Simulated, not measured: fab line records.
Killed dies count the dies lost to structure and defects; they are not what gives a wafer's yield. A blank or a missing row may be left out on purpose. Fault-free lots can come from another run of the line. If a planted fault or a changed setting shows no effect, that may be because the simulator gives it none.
Matching of chambers / flow rit-cmos / RIT_GATE_ETCH_19 on rie-si-02 has 4 sister chambers
The step etches poly-Si in SF6/CHF3/O2, stops on SiO2, time 165 s, target depth 312.5 nm. 18 wafers are shown with their chamber, then 9 later ones without.

## WAFERS PAIRED WITH THEIR CHAMBERS
wafer=L818.2; chamber=2; drypump-motor-current-A (A)=6.4; throttle-valve-pct (%)=10.44; oes-product-au (a.u.)=0.804
wafer=L818.3; chamber=0; drypump-motor-current-A (A)=5.8; throttle-valve-pct (%)=10.33; oes-product-au (a.u.)=0.845
wafer=L818.6; chamber=2; drypump-motor-current-A (A)=6.4; throttle-valve-pct (%)=10.45; oes-product-au (a.u.)=0.815
wafer=L822.2; chamber=0; drypump-motor-current-A (A)=5.7; throttle-valve-pct (%)=10.31; oes-product-au (a.u.)=0.864
wafer=L822.3; chamber=1; drypump-motor-current-A (A)=6.1; throttle-valve-pct (%)=10.28; oes-product-au (a.u.)=0.863
wafer=L822.6; chamber=0; drypump-motor-current-A (A)=5.7; throttle-valve-pct (%)=10.34; oes-product-au (a.u.)=0.865
wafer=L824.3; chamber=2; drypump-motor-current-A (A)=6.4; throttle-valve-pct (%)=10.44; oes-product-au (a.u.)=0.829
wafer=L824.4; chamber=3; drypump-motor-current-A (A)=5.8; throttle-valve-pct (%)=10.25; oes-product-au (a.u.)=0.823
wafer=L824.6; chamber=0; drypump-motor-current-A (A)=5.7; throttle-valve-pct (%)=10.34; oes-product-au (a.u.)=0.856
wafer=L826.1; chamber=3; drypump-motor-current-A (A)=5.8; throttle-valve-pct (%)=10.25; oes-product-au (a.u.)=0.831
wafer=L826.4; chamber=2; drypump-motor-current-A (A)=6.5; throttle-valve-pct (%)=10.43; oes-product-au (a.u.)=0.841
wafer=L826.6; chamber=2; drypump-motor-current-A (A)=6.5; throttle-valve-pct (%)=10.42; oes-product-au (a.u.)=0.847
wafer=L830.1; chamber=2; drypump-motor-current-A (A)=6.4; throttle-valve-pct (%)=10.43; oes-product-au (a.u.)=0.817
wafer=L830.2; chamber=0; drypump-motor-current-A (A)=5.7; throttle-valve-pct (%)=10.34; oes-product-au (a.u.)=0.856
wafer=L830.6; chamber=1; drypump-motor-current-A (A)=6.1; throttle-valve-pct (%)=10.27; oes-product-au (a.u.)=0.856
wafer=L834.1; chamber=1; drypump-motor-current-A (A)=6.1; throttle-valve-pct (%)=10.26; oes-product-au (a.u.)=0.862
wafer=L834.2; chamber=2; drypump-motor-current-A (A)=6.5; throttle-valve-pct (%)=10.44; oes-product-au (a.u.)=0.834
wafer=L834.5; chamber=0; drypump-motor-current-A (A)=5.7; throttle-valve-pct (%)=10.34; oes-product-au (a.u.)=0.857

SIGNATURES (means of the wafers above)
reading=drypump-motor-current-A; chamber 0=5.717; chamber 1=6.100; chamber 2=6.443; chamber 3=5.800; scatter within a chamber=0.0427
reading=throttle-valve-pct; chamber 0=10.3333; chamber 1=10.2700; chamber 2=10.4357; chamber 3=10.2500; scatter within a chamber=0.0104
reading=oes-product-au; chamber 0=0.85717; chamber 1=0.86033; chamber 2=0.82671; chamber 3=0.82700; scatter within a chamber=0.0112
Rule: a wafer lies at a distance from a chamber equal to the root of the sum of squares, over the readings, of (its reading less the chamber's mean, divided by the reading's scatter). If the next closest chamber is less than 2 further off than the closest, the wafer can't be placed; otherwise it belongs to the closest. The scatter: take each reading less its chamber's mean, square it, sum over the shown wafers, divide by the number of wafers less the number of chambers, and take the root.

## WAFERS WHOSE CHAMBER IS MISSING
wafer=L836.2; drypump-motor-current-A (A)=5.8; throttle-valve-pct (%)=10.35; oes-product-au (a.u.)=0.864
wafer=L836.3; drypump-motor-current-A (A)=6.5; throttle-valve-pct (%)=10.43; oes-product-au (a.u.)=0.829
wafer=L836.5; drypump-motor-current-A (A)=5.9; throttle-valve-pct (%)=10.26; oes-product-au (a.u.)=0.831
wafer=L838.3; drypump-motor-current-A (A)=5.8; throttle-valve-pct (%)=10.28; oes-product-au (a.u.)=0.826
wafer=L838.5; drypump-motor-current-A (A)=6.5; throttle-valve-pct (%)=10.45; oes-product-au (a.u.)=0.834
wafer=L838.6; drypump-motor-current-A (A)=5.7; throttle-valve-pct (%)=10.34; oes-product-au (a.u.)=0.867
wafer=L840.1; drypump-motor-current-A (A)=5.8; throttle-valve-pct (%)=10.33; oes-product-au (a.u.)=0.861
wafer=L840.3; drypump-motor-current-A (A)=5.8; throttle-valve-pct (%)=10.25; oes-product-au (a.u.)=0.832
wafer=L840.6; drypump-motor-current-A (A)=5.8; throttle-valve-pct (%)=10.34; oes-product-au (a.u.)=0.869

## THE CHAMBER EACH PASSED THROUGH
wafer=L836.2; from the rows above=0; in truth=0
wafer=L836.3; from the rows above=2; in truth=2
wafer=L836.5; from the rows above=3; in truth=3
wafer=L838.3; from the rows above=3; in truth=3
wafer=L838.5; from the rows above=2; in truth=2
wafer=L838.6; from the rows above=0; in truth=0
wafer=L840.1; from the rows above=0; in truth=0
wafer=L840.3; from the rows above=3; in truth=3
wafer=L840.6; from the rows above=0; in truth=0
Correct placement for 9 of the 9. Can't be placed from these rows: 0. Placed wrongly: 0.
